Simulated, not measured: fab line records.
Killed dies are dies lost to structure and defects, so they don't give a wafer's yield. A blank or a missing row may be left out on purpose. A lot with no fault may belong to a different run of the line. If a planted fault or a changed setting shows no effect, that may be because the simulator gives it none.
One fault seen from 2 desks || flow berkeley_cmos170 || every desk sees just its own numbers, and what lay behind them comes last

TOOL OWNER'S DESK, cmp-01
The tool's own readings at UCB170_V2_CMP_02 (polishes SiO2): means of the sampled wafers that have a number, for each lot that ran on this tool. Any lot whose mean is over 4 standard deviations away from the usual mean is out of limits and marked OUT; that distance is given in the brackets.
Columns: A = motor_current_A at UCB170_V2_CMP_02, usual 15.7 A
{"lot": "L628", "first seen here": "day 8 08:20", "A": 16.9}
{"lot": "L627", "first seen here": "day 8 08:38", "A": 17.3}
{"lot": "L629", "first seen here": "day 8 17:55", "A": 17.6}
{"lot": "L632", "first seen here": "day 9 02:25", "A": 16.1}
{"lot": "L633", "first seen here": "day 9 03:05", "A": 17.6}
{"lot": "L636", "first seen here": "day 9 20:24", "A": 16.9}
{"lot": "L645", "first seen here": "day 12 01:14", "A": 15.8}
{"lot": "L648", "first seen here": "day 12 18:19", "A": 17.2}
Result from this desk: across the 8 lots, nothing is out of limits.

METROLOGY DESK
What the gauges read, lot by lot, whatever tool the lot ran on: means of the sampled wafers that have a number. Any lot whose mean is over 4 standard deviations away from the usual mean is out of limits and marked OUT; that distance is given in the brackets.
Columns: A = V2_POLISHED_THK at UCB170_V2_THK_MEAS_04, usual 1000.1 nm; B = cd_nm at UCB170_M3_CD_MEAS_15, usual 699.9 nm
{"lot": "L625", "first seen here": "day 7 20:41", "A": 999.6, "B": 698.8}
{"lot": "L628", "first seen here": "day 8 08:47", "A": 999.2, "B": 700.4}
{"lot": "L627", "first seen here": "day 8 09:04", "A": 1001.5, "B": 698.4}
{"lot": "L626", "first seen here": "day 8 12:40", "A": 999.9, "B": 700.1}
{"lot": "L629", "first seen here": "day 8 18:18", "A": 999.5, "B": 701.5}
{"lot": "L632", "first seen here": "day 9 02:42", "A": "924.6 (-69) OUT", "B": 698.3}
{"lot": "L633", "first seen here": "day 9 03:31", "A": "925.7 (-68) OUT", "B": 699.2}
{"lot": "L635", "first seen here": "day 9 20:37", "A": 1000.4, "B": 700.6}
{"lot": "L636", "first seen here": "day 9 20:51", "A": "924.5 (-69) OUT", "B": 700.9}
{"lot": "L643", "first seen here": "day 11 10:00", "A": 999.7, "B": 700.9}
{"lot": "L642", "first seen here": "day 11 10:44", "A": 1001.5, "B": 700.2}
{"lot": "L645", "first seen here": "day 12 01:41", "A": 999.2, "B": 702.0}
{"lot": "L646", "first seen here": "day 12 02:01", "A": 1000.4, "B": 698.0}
{"lot": "L647", "first seen here": "day 12 10:04", "A": 999.7, "B": 697.5}
{"lot": "L648", "first seen here": "day 12 18:44", "A": 999.7, "B": 702.4}
Per this desk, out of limits: L632, L633, L636; the first was L632, day 9 02:42 (V2_POLISHED_THK at UCB170_V2_THK_MEAS_04). In limits: L625, L628, L627, L626, L629, L635, L643, L642, L645, L646, L647, L648.

TAKEN TOGETHER
At day 9 02:42 the metrology desk could have sounded an alarm, on L632, L633, L636.
The tool owner's desk saw nothing out of limits.
Tool owner's desk: L632, L633, L636 on record, inside its limits.
All the named lots went through UCB170_V2_CMP_02 on cmp-01.

WHAT WAS PUT IN BY THE SIMULATOR
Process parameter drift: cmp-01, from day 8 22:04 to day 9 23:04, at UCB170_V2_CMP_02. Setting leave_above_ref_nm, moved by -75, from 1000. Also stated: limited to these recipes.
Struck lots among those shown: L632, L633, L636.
Time in hours between the start of the fault and the first out-of-limits reading at each desk: metrology desk, 5.
